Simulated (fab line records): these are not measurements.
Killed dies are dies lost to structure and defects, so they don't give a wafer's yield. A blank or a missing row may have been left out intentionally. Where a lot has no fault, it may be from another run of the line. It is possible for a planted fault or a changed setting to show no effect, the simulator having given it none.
Split-lot experiment :: flow berkeley_cmos170 :: on a route of 331 steps: 5 lots, 23 wafers read

## THE SPLIT
At UCB170_M3_SPUTTER_01 (material Al, target thk 900 nm, time 120 s), the setting power_w was moved away from the recipe's 6000 W on 10 of the 23 wafers read, by -12.0% to +8.7%. This setting was run at the recipe's value on the other wafers.

## SPLIT TO READING: what lies between them in the file, 1 step
- UCB170_M3_RS_MEAS_02: measures by four-point-probe

## THE READING
M3_AL_THK, in nm, at UCB170_M3_THK_MEAS_03 (measures by xrf). Typical for fault-free wafers on this fab line: 889 nm, with standard deviation 9.2 nm.

wafer: L075.1
tool, chamber at the split: pvd_sputter-03, -
power_w as run, W: 5543
against the recipe: -7.6%
M3_AL_THK, nm: 832
against lot-mates on the recipe: -62

wafer: L075.3
tool, chamber at the split: pvd_sputter-03, -
power_w as run, W: 5543
against the recipe: -7.6%
M3_AL_THK, nm: 840
against lot-mates on the recipe: -54

wafer: L075.4
tool, chamber at the split: pvd_sputter-03, -
power_w as run, W: 6000
against the recipe: recipe
M3_AL_THK, nm: 893
against lot-mates on the recipe: -

wafer: L075.5
tool, chamber at the split: pvd_sputter-03, -
power_w as run, W: 6000
against the recipe: recipe
M3_AL_THK, nm: 899
against lot-mates on the recipe: -

wafer: L075.6
tool, chamber at the split: pvd_sputter-03, -
power_w as run, W: 6000
against the recipe: recipe
M3_AL_THK, nm: 889
against lot-mates on the recipe: -

wafer: L077.1
tool, chamber at the split: pvd_sputter-03, -
power_w as run, W: 6523
against the recipe: +8.7%
M3_AL_THK, nm: 962
against lot-mates on the recipe: +67

wafer: L077.2
tool, chamber at the split: pvd_sputter-03, -
power_w as run, W: 6523
against the recipe: +8.7%
M3_AL_THK, nm: 961
against lot-mates on the recipe: +66

wafer: L077.3
tool, chamber at the split: pvd_sputter-03, -
power_w as run, W: 6000
against the recipe: recipe
M3_AL_THK, nm: 890
against lot-mates on the recipe: -

wafer: L077.4
tool, chamber at the split: pvd_sputter-03, -
power_w as run, W: 6000
against the recipe: recipe
M3_AL_THK, nm: 900
against lot-mates on the recipe: -

wafer: L077.5
tool, chamber at the split: pvd_sputter-03, -
power_w as run, W: 6523
against the recipe: +8.7%
M3_AL_THK, nm: 969
against lot-mates on the recipe: +74

wafer: L078.1
tool, chamber at the split: pvd_sputter-01, -
power_w as run, W: 6000
against the recipe: recipe
M3_AL_THK, nm: 879
against lot-mates on the recipe: -

wafer: L078.3
tool, chamber at the split: pvd_sputter-01, -
power_w as run, W: 6000
against the recipe: recipe
M3_AL_THK, nm: 888
against lot-mates on the recipe: -

wafer: L078.6
tool, chamber at the split: pvd_sputter-01, -
power_w as run, W: 6000
against the recipe: recipe
M3_AL_THK, nm: 883
against lot-mates on the recipe: -

wafer: L080.1
tool, chamber at the split: pvd_sputter-02, -
power_w as run, W: 5283
against the recipe: -12.0%
M3_AL_THK, nm: 775
against lot-mates on the recipe: -102

wafer: L080.2
tool, chamber at the split: pvd_sputter-02, -
power_w as run, W: 5283
against the recipe: -12.0%
M3_AL_THK, nm: 776
against lot-mates on the recipe: -101

wafer: L080.3
tool, chamber at the split: pvd_sputter-02, -
power_w as run, W: 5283
against the recipe: -12.0%
M3_AL_THK, nm: 769
against lot-mates on the recipe: -108

wafer: L080.4
tool, chamber at the split: pvd_sputter-02, -
power_w as run, W: 6000
against the recipe: recipe
M3_AL_THK, nm: 877
against lot-mates on the recipe: -

wafer: L080.5
tool, chamber at the split: pvd_sputter-02, -
power_w as run, W: 6000
against the recipe: recipe
M3_AL_THK, nm: 877
against lot-mates on the recipe: -

wafer: L082.1
tool, chamber at the split: pvd_sputter-03, -
power_w as run, W: 6000
against the recipe: recipe
M3_AL_THK, nm: 892
against lot-mates on the recipe: -

wafer: L082.2
tool, chamber at the split: pvd_sputter-03, -
power_w as run, W: 5656
against the recipe: -5.7%
M3_AL_THK, nm: 844
against lot-mates on the recipe: -50

wafer: L082.3
tool, chamber at the split: pvd_sputter-03, -
power_w as run, W: 6000
against the recipe: recipe
M3_AL_THK, nm: 895
against lot-mates on the recipe: -

wafer: L082.5
tool, chamber at the split: pvd_sputter-03, -
power_w as run, W: 5656
against the recipe: -5.7%
M3_AL_THK, nm: 836
against lot-mates on the recipe: -58

wafer: L082.6
tool, chamber at the split: pvd_sputter-03, -
power_w as run, W: 6000
against the recipe: recipe
M3_AL_THK, nm: 895
against lot-mates on the recipe: -

FIT RESULTS
A straight line over all 23 wafers: M3_AL_THK changes by +8.92 nm for each +1% of power_w; r = +0.99; the points scatter about the line by 8.7 nm.
The same after taking each lot's own level away (the mean of its wafers on the recipe; 23 wafers): +8.33 nm for each +1%; r = +1.00; scatter 4.8 nm.
According to that fit, moving power_w by its largest amount changes the reading by 1e+02 nm.
Measured against the standard deviation above, the lots' own levels, which go from 877.0 to 895.0 nm, span 2.0 times it.
So the lot-to-lot level changes the slope little: the two slopes agree.
Check: for one of the wafers moved furthest among these (-12.0%), held out of the fit, the line's prediction against its lot-mates is -100 nm. Against them it came out at -102 nm.

## OTHER SPLITS APPLIED TO THESE WAFERS
Note: prior to the reading, these wafers also went through further splits. Each is held against what the fit with the lots' levels taken away leaves over:
other split on the same wafers: UCB170_M1_ETCH_11 source_w
wafers away from the commonest value: 5
r with M3_AL_THK (lot level and that fit taken away): +0.18

other split on the same wafers: UCB170_M2_SPUTTER_01 power_w
wafers away from the commonest value: 10
r with M3_AL_THK (lot level and that fit taken away): -0.02

other split on the same wafers: UCB170_M2_METAL_ETCH_18 icp_w
wafers away from the commonest value: 7
r with M3_AL_THK (lot level and that fit taken away): +0.25

other split on the same wafers: UCB170_V2_CMP_02 leave_above_ref_nm
wafers away from the commonest value: 7
r with M3_AL_THK (lot level and that fit taken away): -0.08

## THE WHOLE CHAIN: every reading that the file lists as answering this split, in the file's order
step: UCB170_M3_SPUTTER_01
what it does: material Al, target thk 900 nm, time 120 s
reading: Al_of_M3_SPUTTER_01.thk_nm (the simulator's own value, which no gauge read)
change (the file's fit): +8.45 nm for each +1% of the setting
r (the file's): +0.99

step: UCB170_M3_RS_MEAS_02
what it does: measures by four-point-probe
reading: M3_AL_RS
change (the file's fit): -0.000327 for each +1% of the setting
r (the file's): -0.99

step: UCB170_M3_THK_MEAS_03
what it does: measures by xrf
reading: M3_AL_THK
change (the file's fit): +8.37 for each +1% of the setting
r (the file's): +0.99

## FILE'S OWN FIT
M3_AL_THK changes by +8.37 nm for each +1% of power_w, r = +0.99.
